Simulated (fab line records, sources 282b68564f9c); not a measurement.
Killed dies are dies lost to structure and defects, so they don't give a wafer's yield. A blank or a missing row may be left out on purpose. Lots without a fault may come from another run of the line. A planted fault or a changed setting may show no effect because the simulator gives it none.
Which tool did it? | flow rit_cmos | 14 lots, 42 wafers sampled, at 2 steps of a route of 202

WHAT THE GAUGES READ, wafer by wafer
RIT_FOX1_THK_MEAS_01. Usual: FOX1_OXIDE_THK 353 nm, standard deviation 8.4.
lot  | measured    | on            | FOX1_OXIDE_THK (nm) | flag
L280 | day 1 17:52 | film_metro-03 | 352 351 360         |
L281 | day 1 23:22 | film_metro-01 | 363 360 355         |
L282 | day 2 03:14 | film_metro-03 | 357 360 354         |
L283 | day 2 10:11 | film_metro-01 | 355 365 365         |
L284 | day 2 14:14 | film_metro-03 | 359 361 359         |
L285 | day 2 20:26 | film_metro-03 | 353 353 350         |
L286 | day 3 01:11 | film_metro-01 | 349 353 355         |
L287 | day 3 05:53 | film_metro-01 | 345 342 350         |
L288 | day 3 09:10 | film_metro-01 | 302 310 307         | OFF
L290 | day 3 21:22 | film_metro-01 | 357 357 350         |
L294 | day 4 16:44 | film_metro-03 | 303 305 300         | OFF
L297 | day 5 06:20 | film_metro-03 | 342 340 347         |
L300 | day 5 22:34 | film_metro-01 | 361 364 367         |
L301 | day 6 02:26 | film_metro-01 | 363 369 372         |

WHICH TOOL RAN EACH LOT (tool, then ch and the chambers of the sampled wafers, then the start)
lot  | RIT_FOX1_OXIDATION_00
L280 | furnace-01 ch 0, day 1 16:32
L281 | furnace-04 ch 0, day 1 22:03
L282 | furnace-04 ch 0, day 2 01:55
L283 | furnace-04 ch 0, day 2 08:51
L284 | furnace-03 ch 0, day 2 12:55
L285 | furnace-01 ch 0, day 2 19:08
L286 | furnace-03 ch 0, day 2 23:53
L287 | furnace-03 ch 0, day 3 04:32
L288 | furnace-03 ch 0, day 3 07:51
L290 | furnace-04 ch 0, day 3 20:03
L294 | furnace-03 ch 0, day 4 15:24
L297 | furnace-01 ch 0, day 5 05:01
L300 | furnace-04 ch 0, day 5 21:15
L301 | furnace-04 ch 0, day 6 01:07
- RIT_FOX1_OXIDATION_00: target thk 350.7 nm, ox time 1130 s.

WHAT THE TOOLS THEMSELVES READ (means of the sampled wafers that have a number; where no wafer has one, the mark that the record gives instead)
RIT_FOX1_OXIDATION_00. Usual: spike_tc_centre_C 1102.4 C, standard deviation 1.4; spike_tc_load_C 1128.0 C, standard deviation 1.5; spike_tc_source_C 1122 C, standard deviation 4; tube_center_temp_C 1100 C, standard deviation 0.093; tube_center_temp_C_max 1102.8, standard deviation 0.44.
lot  | tool       | spike_tc_centre_C (C) | spike_tc_load_C (C) | spike_tc_source_C (C) | tube_center_temp_C (C) | tube_center_temp_C_max | flag
L280 | furnace-01 | 1102.2                | 1126.6              | 1126                  | 1100                   | 1103.0                 |
L281 | furnace-04 | 1103.0                | 1128.8              | 1118                  | 1100                   | 1102.6                 |
L282 | furnace-04 | 1105.0                | 1130.8              | 1118                  | 1100                   | 1102.8                 |
L283 | furnace-04 | 1104.6                | 1129.3              | 1118                  | 1100                   | 1103.0                 |
L284 | furnace-03 | 1101.7                | 1128.1              | 1125                  | 1100                   | 1102.7                 |
L285 | furnace-01 | 1101.3                | 1125.4              | 1126                  | 1100                   | 1102.9                 |
L286 | furnace-03 | 1101.6                | 1127.5              | 1125                  | 1100                   | 1102.7                 |
L287 | furnace-03 | 1101.7                | 1128.1              | 1125                  | 1100                   | 1103.1                 |
L288 | furnace-03 | 1076.8                | 1103.3              | 1100                  | 1075                   | 1077.4                 | OFF
L290 | furnace-04 | 1104.3                | 1129.2              | 1117                  | 1100                   | 1102.6                 |
L294 | furnace-03 | 1076.7                | 1102.4              | 1100                  | 1075                   | 1077.8                 | OFF
L297 | furnace-01 | 1101.0                | 1126.0              | 1126                  | 1100                   | 1102.5                 |
L300 | furnace-04 | 1104.0                | 1129.4              | 1117                  | 1100                   | 1102.9                 |
L301 | furnace-04 | 1103.9                | 1130.7              | 1117                  | 1100                   | 1103.1                 |

THE ANSWER, worked out from the rows above alone
Rule: a lot is off if the mean of its wafers that have a number lies more than 3 standard deviations from the usual mean. A lot without any number at a reading at which 4 lots or more have one is off too. The other lots that the step has rows for count as sound. The gauges are gone through in route order, then the tools' own readings, and for those a lot's mean is taken as printed above. The first step at which some lot is off is used, and at that step the reading that is off furthest; a lot without a number counts as furthest.
Off: L288, L294, at RIT_FOX1_THK_MEAS_01 (FOX1_OXIDE_THK).
A tool fits if, at a process step before that reading, it ran every lot that is off, and no sound lot after the first of them. The gauges at RIT_FOX1_THK_MEAS_01 aren't tried: what is off there is off at RIT_FOX1_OXIDATION_00 too, on other tools, and a gauge's error can't cause that. One fits: furnace-03 at RIT_FOX1_OXIDATION_00. Its last sound lot is L287 (day 3 04:32), its first lot that is off L288 (day 3 07:51): a fault that began between those two fits.
The tool's own readings at RIT_FOX1_OXIDATION_00 bear it out: on the lots that are off they differ by more than 5 times the standard deviation of the sound lots' means. spike_tc_centre_C reads 1076.8 C there against 1102.9 C on the sound lots; spike_tc_load_C reads 1102.8 C there against 1128.3 C on the sound lots; spike_tc_source_C reads 1100 C there against 1122 C on the sound lots; tube_center_temp_C reads 1075 C there against 1100 C on the sound lots; tube_center_temp_C_max reads 1077.6 there against 1102.8 on the sound lots.

WHAT THE SIMULATOR HAD PUT IN
Process parameter drift: furnace-03, from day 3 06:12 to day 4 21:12, at RIT_FOX1_OXIDATION_00. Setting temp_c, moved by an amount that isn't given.
Lots struck among those shown: L288, L294. The rule above found the same.
